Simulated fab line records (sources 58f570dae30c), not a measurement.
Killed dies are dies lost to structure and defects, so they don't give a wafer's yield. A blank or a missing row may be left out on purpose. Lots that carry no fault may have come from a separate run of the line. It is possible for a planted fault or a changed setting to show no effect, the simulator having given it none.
Which of the tools did it? || flow berkeley-cmos170 || Sampling: 14 lots, 42 wafers, 5 of 331 route steps

## WHAT THE GAUGES SHOWED, per wafer
UCB170_PSD_OVL_MEAS_07. Usual: PSD_OVL 1 nm, standard deviation 6.3.
{"lot": "L747", "measured": "day 7 01:00", "on": "overlay-01", "PSD_OVL (nm)": "9 8 1", "flag": ""}
{"lot": "L751", "measured": "day 7 01:09", "on": "overlay-02", "PSD_OVL (nm)": "-3 -6 -7", "flag": ""}
{"lot": "L748", "measured": "day 7 01:16", "on": "overlay-01", "PSD_OVL (nm)": "5 14 15", "flag": ""}
{"lot": "L750", "measured": "day 7 01:26", "on": "overlay-02", "PSD_OVL (nm)": "-2 3 2", "flag": ""}
{"lot": "L749", "measured": "day 7 01:32", "on": "overlay-02", "PSD_OVL (nm)": "-6 -4 -7", "flag": ""}
{"lot": "L752", "measured": "day 7 14:17", "on": "overlay-01", "PSD_OVL (nm)": "-1 5 1", "flag": ""}
{"lot": "L758", "measured": "day 8 18:42", "on": "overlay-02", "PSD_OVL (nm)": "0 3 2", "flag": ""}
{"lot": "L761", "measured": "day 9 10:38", "on": "overlay-01", "PSD_OVL (nm)": "1 -3 -3", "flag": ""}
{"lot": "L763", "measured": "day 9 21:05", "on": "overlay-01", "PSD_OVL (nm)": "1 6 -1", "flag": ""}
{"lot": "L766", "measured": "day 10 10:10", "on": "overlay-02", "PSD_OVL (nm)": "-1 -1 8", "flag": ""}
{"lot": "L764", "measured": "day 10 10:26", "on": "overlay-02", "PSD_OVL (nm)": "1 -5 1", "flag": ""}
{"lot": "L768", "measured": "day 10 10:43", "on": "overlay-01", "PSD_OVL (nm)": "7 0 10", "flag": ""}
{"lot": "L769", "measured": "day 11 07:32", "on": "overlay-02", "PSD_OVL (nm)": "-1 -3 -9", "flag": ""}
{"lot": "L770", "measured": "day 11 19:27", "on": "overlay-01", "PSD_OVL (nm)": "-2 -4 -3", "flag": ""}

UCB170_CONTACT_CD_MEAS_90: the cd target is 700 nm. Usual: 700.2 nm for cd-nm, sd 1.8.
{"lot": "L747", "measured": "day 7 11:28", "on": "cd-sem-01", "cd-nm (nm)": "701.5 699.9 700.0", "flag": ""}
{"lot": "L751", "measured": "day 7 11:12", "on": "cd-sem-02", "cd-nm (nm)": "701.8 701.1 700.1", "flag": ""}
{"lot": "L748", "measured": "day 7 10:56", "on": "cd-sem-01", "cd-nm (nm)": "699.7 701.5 699.5", "flag": ""}
{"lot": "L750", "measured": "day 7 12:38", "on": "cd-sem-02", "cd-nm (nm)": "701.8 701.3 701.7", "flag": ""}
{"lot": "L749", "measured": "day 7 12:58", "on": "cd-sem-01", "cd-nm (nm)": "702.9 701.0 700.9", "flag": ""}
{"lot": "L752", "measured": "day 7 23:56", "on": "cd-sem-01", "cd-nm (nm)": "702.0 701.7 701.9", "flag": ""}
{"lot": "L758", "measured": "day 9 06:14", "on": "cd-sem-02", "cd-nm (nm)": "702.2 704.6 702.6", "flag": ""}
{"lot": "L761", "measured": "day 9 19:06", "on": "cd-sem-01", "cd-nm (nm)": "699.5 700.4 699.4", "flag": ""}
{"lot": "L763", "measured": "day 10 08:50", "on": "cd-sem-01", "cd-nm (nm)": "701.7 701.1 700.9", "flag": ""}
{"lot": "L766", "measured": "day 10 19:21", "on": "cd-sem-01", "cd-nm (nm)": "699.3 697.9 699.3", "flag": ""}
{"lot": "L764", "measured": "day 10 19:37", "on": "cd-sem-02", "cd-nm (nm)": "700.3 700.7 698.7", "flag": ""}
{"lot": "L768", "measured": "day 10 23:29", "on": "cd-sem-02", "cd-nm (nm)": "701.5 701.7 700.1", "flag": ""}
{"lot": "L769", "measured": "day 11 21:41", "on": "cd-sem-01", "cd-nm (nm)": "702.1 701.5 701.0", "flag": ""}
{"lot": "L770", "measured": "day 12 08:28", "on": "cd-sem-01", "cd-nm (nm)": "696.9 696.3 697.6", "flag": ""}

UCB170_V1_THK_MEAS_01. Usual: V1_TEOS_THK 1993 nm, standard deviation 23.
{"lot": "L747", "measured": "day 7 16:37", "on": "film-metro-04", "V1_TEOS_THK (nm)": "1950 1990 1997", "flag": ""}
{"lot": "L751", "measured": "day 7 16:36", "on": "film-metro-02", "V1_TEOS_THK (nm)": "1974 1965 2016", "flag": ""}
{"lot": "L748", "measured": "day 7 16:36", "on": "film-metro-03", "V1_TEOS_THK (nm)": "1976 2004 2016", "flag": ""}
{"lot": "L750", "measured": "day 7 16:46", "on": "film-metro-04", "V1_TEOS_THK (nm)": "1999 2046 2067", "flag": ""}
{"lot": "L749", "measured": "day 7 16:45", "on": "film-metro-03", "V1_TEOS_THK (nm)": "1960 1984 1998", "flag": ""}
{"lot": "L752", "measured": "day 8 05:31", "on": "film-metro-02", "V1_TEOS_THK (nm)": "1996 2007 2002", "flag": ""}
{"lot": "L758", "measured": "day 9 12:38", "on": "film-metro-03", "V1_TEOS_THK (nm)": "2739 2724 2782", "flag": "OFF"}
{"lot": "L761", "measured": "day 10 01:53", "on": "film-metro-02", "V1_TEOS_THK (nm)": "2700 2776 2759", "flag": "OFF"}
{"lot": "L763", "measured": "day 10 15:14", "on": "film-metro-03", "V1_TEOS_THK (nm)": "1975 1949 2006", "flag": ""}
{"lot": "L766", "measured": "day 11 02:22", "on": "film-metro-02", "V1_TEOS_THK (nm)": "1995 1991 1999", "flag": ""}
{"lot": "L764", "measured": "day 11 02:21", "on": "film-metro-04", "V1_TEOS_THK (nm)": "1993 2007 2033", "flag": ""}
{"lot": "L768", "measured": "day 11 05:50", "on": "film-metro-02", "V1_TEOS_THK (nm)": "1944 1941 1983", "flag": ""}
{"lot": "L769", "measured": "day 12 03:40", "on": "film-metro-04", "V1_TEOS_THK (nm)": "1968 1996 1992", "flag": ""}
{"lot": "L770", "measured": "day 12 15:49", "on": "film-metro-04", "V1_TEOS_THK (nm)": "1984 2007 1978", "flag": ""}

## TOOL THAT RAN EACH LOT (tool first, then ch and the chambers of the sampled wafers, then the start)
{"lot": "L747", "UCB170_CONTACT_STRIP_06": "plasma-asher-04 ch 0,1, day 7 09:22", "UCB170_V1_CVD_00": "pecvd-02 ch 0,1, day 7 16:26"}
{"lot": "L751", "UCB170_CONTACT_STRIP_06": "plasma-asher-03 ch 0,1, day 7 09:22", "UCB170_V1_CVD_00": "pecvd-03 ch 0,1,2, day 7 16:26"}
{"lot": "L748", "UCB170_CONTACT_STRIP_06": "plasma-asher-04 ch 0,1, day 7 08:42", "UCB170_V1_CVD_00": "pecvd-04 ch 0,1, day 7 16:26"}
{"lot": "L750", "UCB170_CONTACT_STRIP_06": "plasma-asher-01 ch 0,1, day 7 10:29", "UCB170_V1_CVD_00": "pecvd-04 ch 0,1, day 7 16:36"}
{"lot": "L749", "UCB170_CONTACT_STRIP_06": "plasma-asher-04 ch 0,1, day 7 10:37", "UCB170_V1_CVD_00": "pecvd-03 ch 0,1, day 7 16:36"}
{"lot": "L752", "UCB170_CONTACT_STRIP_06": "plasma-asher-03 ch 0,1, day 7 22:19", "UCB170_V1_CVD_00": "pecvd-03 ch 0,1, day 8 05:21"}
{"lot": "L758", "UCB170_CONTACT_STRIP_06": "plasma-asher-01 ch 1, day 9 04:04", "UCB170_V1_CVD_00": "pecvd-04 ch 0,2, day 9 12:24"}
{"lot": "L761", "UCB170_CONTACT_STRIP_06": "plasma-asher-03 ch 0,1, day 9 17:18", "UCB170_V1_CVD_00": "pecvd-04 ch 0,1, day 10 01:42"}
{"lot": "L763", "UCB170_CONTACT_STRIP_06": "plasma-asher-01 ch 0, day 10 05:56", "UCB170_V1_CVD_00": "pecvd-02 ch 0,1,2, day 10 15:04"}
{"lot": "L766", "UCB170_CONTACT_STRIP_06": "plasma-asher-04 ch 0,1, day 10 17:01", "UCB170_V1_CVD_00": "pecvd-02 ch 1,2, day 11 02:12"}
{"lot": "L764", "UCB170_CONTACT_STRIP_06": "plasma-asher-01 ch 0,1, day 10 17:27", "UCB170_V1_CVD_00": "pecvd-03 ch 0,1,2, day 11 02:12"}
{"lot": "L768", "UCB170_CONTACT_STRIP_06": "plasma-asher-03 ch 0,1, day 10 21:22", "UCB170_V1_CVD_00": "pecvd-02 ch 1,2, day 11 05:40"}
{"lot": "L769", "UCB170_CONTACT_STRIP_06": "plasma-asher-01 ch 0,1, day 11 20:04", "UCB170_V1_CVD_00": "pecvd-02 ch 0,1,2, day 12 03:31"}
{"lot": "L770", "UCB170_CONTACT_STRIP_06": "plasma-asher-03 ch 0,1, day 12 06:20", "UCB170_V1_CVD_00": "pecvd-03 ch 0,1, day 12 15:38"}
- UCB170_CONTACT_STRIP_06: strips in O2.
- UCB170_V1_CVD_00: deposits SiO2 from TEOS/O2, target thk 2000 nm, time 250 s.

## AS READ BY THE TOOLS THEMSELVES (means over the sampled wafers that have a number; for cases with no such wafer, the mark the record gives instead)
UCB170_CONTACT_STRIP_06. Usual: drypump-motor-current-A 5.9 A, standard deviation 0.33; oes-product-au 0.734 a.u., standard deviation 0.0045; strip-time-to-endpoint-s 21.96 s, standard deviation 0.063.
{"lot": "L747", "tool": "plasma-asher-04", "drypump-motor-current-A (A)": 6.1, "oes-product-au (a.u.)": 0.736, "strip-time-to-endpoint-s (s)": 22.06, "flag": ""}
{"lot": "L751", "tool": "plasma-asher-03", "drypump-motor-current-A (A)": 5.5, "oes-product-au (a.u.)": 0.734, "strip-time-to-endpoint-s (s)": 21.96, "flag": ""}
{"lot": "L748", "tool": "plasma-asher-04", "drypump-motor-current-A (A)": 6.2, "oes-product-au (a.u.)": 0.737, "strip-time-to-endpoint-s (s)": 21.88, "flag": ""}
{"lot": "L750", "tool": "plasma-asher-01", "drypump-motor-current-A (A)": 6.2, "oes-product-au (a.u.)": 0.732, "strip-time-to-endpoint-s (s)": 21.85, "flag": ""}
{"lot": "L749", "tool": "plasma-asher-04", "drypump-motor-current-A (A)": 6.2, "oes-product-au (a.u.)": 0.733, "strip-time-to-endpoint-s (s)": 22.00, "flag": ""}
{"lot": "L752", "tool": "plasma-asher-03", "drypump-motor-current-A (A)": 5.5, "oes-product-au (a.u.)": 0.736, "strip-time-to-endpoint-s (s)": 22.03, "flag": ""}
{"lot": "L758", "tool": "plasma-asher-01", "drypump-motor-current-A (A)": 5.9, "oes-product-au (a.u.)": 0.732, "strip-time-to-endpoint-s (s)": 21.99, "flag": ""}
{"lot": "L761", "tool": "plasma-asher-03", "drypump-motor-current-A (A)": 5.5, "oes-product-au (a.u.)": 0.734, "strip-time-to-endpoint-s (s)": 22.00, "flag": ""}
{"lot": "L763", "tool": "plasma-asher-01", "drypump-motor-current-A (A)": 6.3, "oes-product-au (a.u.)": 0.733, "strip-time-to-endpoint-s (s)": 21.95, "flag": ""}
{"lot": "L766", "tool": "plasma-asher-04", "drypump-motor-current-A (A)": 6.1, "oes-product-au (a.u.)": 0.736, "strip-time-to-endpoint-s (s)": 21.90, "flag": ""}
{"lot": "L764", "tool": "plasma-asher-01", "drypump-motor-current-A (A)": 6.0, "oes-product-au (a.u.)": 0.734, "strip-time-to-endpoint-s (s)": 22.01, "flag": ""}
{"lot": "L768", "tool": "plasma-asher-03", "drypump-motor-current-A (A)": 5.5, "oes-product-au (a.u.)": 0.733, "strip-time-to-endpoint-s (s)": 21.93, "flag": ""}
{"lot": "L769", "tool": "plasma-asher-01", "drypump-motor-current-A (A)": 6.2, "oes-product-au (a.u.)": 0.741, "strip-time-to-endpoint-s (s)": 21.94, "flag": ""}
{"lot": "L770", "tool": "plasma-asher-03", "drypump-motor-current-A (A)": 5.5, "oes-product-au (a.u.)": 0.735, "strip-time-to-endpoint-s (s)": 21.94, "flag": ""}

UCB170_V1_CVD_00. Usual: heater-power-w 262 W, standard deviation 47; pressure-mtorr 9000 mTorr, standard deviation 19; rf-fwd-power-W 548.4 W, standard deviation 1.5; run-length-s 278.2 s, standard deviation 0.5.
{"lot": "L747", "tool": "pecvd-02", "heater-power-w (W)": 242, "pressure-mtorr (mTorr)": 8978, "rf-fwd-power-W (W)": 549.0, "run-length-s (s)": 278.2, "flag": ""}
{"lot": "L751", "tool": "pecvd-03", "heater-power-w (W)": 311, "pressure-mtorr (mTorr)": 8982, "rf-fwd-power-W (W)": 548.7, "run-length-s (s)": 278.8, "flag": ""}
{"lot": "L748", "tool": "pecvd-04", "heater-power-w (W)": 258, "pressure-mtorr (mTorr)": 8996, "rf-fwd-power-W (W)": 548.8, "run-length-s (s)": 278.5, "flag": ""}
{"lot": "L750", "tool": "pecvd-04", "heater-power-w (W)": 282, "pressure-mtorr (mTorr)": 9006, "rf-fwd-power-W (W)": 549.3, "run-length-s (s)": 278.1, "flag": ""}
{"lot": "L749", "tool": "pecvd-03", "heater-power-w (W)": 256, "pressure-mtorr (mTorr)": 9010, "rf-fwd-power-W (W)": 548.6, "run-length-s (s)": 278.5, "flag": ""}
{"lot": "L752", "tool": "pecvd-03", "heater-power-w (W)": 214, "pressure-mtorr (mTorr)": 8997, "rf-fwd-power-W (W)": 549.1, "run-length-s (s)": 278.3, "flag": ""}
{"lot": "L758", "tool": "pecvd-04", "heater-power-w (W)": 272, "pressure-mtorr (mTorr)": 8981, "rf-fwd-power-W (W)": 548.5, "run-length-s (s)": 371.5, "flag": "OFF"}
{"lot": "L761", "tool": "pecvd-04", "heater-power-w (W)": 246, "pressure-mtorr (mTorr)": 8994, "rf-fwd-power-W (W)": 547.9, "run-length-s (s)": 371.3, "flag": "OFF"}
{"lot": "L763", "tool": "pecvd-02", "heater-power-w (W)": 220, "pressure-mtorr (mTorr)": 9003, "rf-fwd-power-W (W)": 547.9, "run-length-s (s)": 278.1, "flag": ""}
{"lot": "L766", "tool": "pecvd-02", "heater-power-w (W)": 279, "pressure-mtorr (mTorr)": 9018, "rf-fwd-power-W (W)": 547.2, "run-length-s (s)": 278.4, "flag": ""}
{"lot": "L764", "tool": "pecvd-03", "heater-power-w (W)": 263, "pressure-mtorr (mTorr)": 9014, "rf-fwd-power-W (W)": 547.4, "run-length-s (s)": 278.5, "flag": ""}
{"lot": "L768", "tool": "pecvd-02", "heater-power-w (W)": 281, "pressure-mtorr (mTorr)": 9005, "rf-fwd-power-W (W)": 549.7, "run-length-s (s)": 278.4, "flag": ""}
{"lot": "L769", "tool": "pecvd-02", "heater-power-w (W)": 228, "pressure-mtorr (mTorr)": 8990, "rf-fwd-power-W (W)": 547.4, "run-length-s (s)": 278.5, "flag": ""}
{"lot": "L770", "tool": "pecvd-03", "heater-power-w (W)": 247, "pressure-mtorr (mTorr)": 8994, "rf-fwd-power-W (W)": 549.3, "run-length-s (s)": 278.3, "flag": ""}

## THE ANSWER, worked out from the rows above alone
Rule: a lot is off if the mean of its wafers that have a number lies more than 3 standard deviations from the usual mean. Also off: a lot with no number at a reading for which 4 or more lots have one. The other lots that the step has rows for count as sound. First the gauges in route order, then the tools' own readings, where a lot's mean is used as printed above. At the first step where some lot is off, the reading lying furthest off is the one used; lots without a number count as furthest.
Off: L758, L761, at UCB170_V1_THK_MEAS_01 (V1_TEOS_THK).
If a tool, at a process step before that reading, ran all the lots that are off and no sound lot after the first of them, it fits. The gauges at UCB170_V1_THK_MEAS_01 aren't tried: what is off there is off at UCB170_V1_CVD_00 too, on other tools, and a gauge's error can't cause that. One fits: pecvd-04 at UCB170_V1_CVD_00. Its last sound lot is L750 (day 7 16:36), its first lot that is off L758 (day 9 12:24): a fault that began between those two fits.
On the lots that are off, the tool's own readings at UCB170_V1_CVD_00 differ by more than 5 times the standard deviation of the sound lots' means, which bears it out; run-length-s reads 371.4 s there versus 278.4 s on the sound lots.

## WHAT THE SIMULATOR HAD PUT IN
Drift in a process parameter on pecvd-04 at UCB170_V1_CVD_00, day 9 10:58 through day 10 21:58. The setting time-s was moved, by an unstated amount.
Lots struck among those shown: L758, L761. The same result came from the rule above.
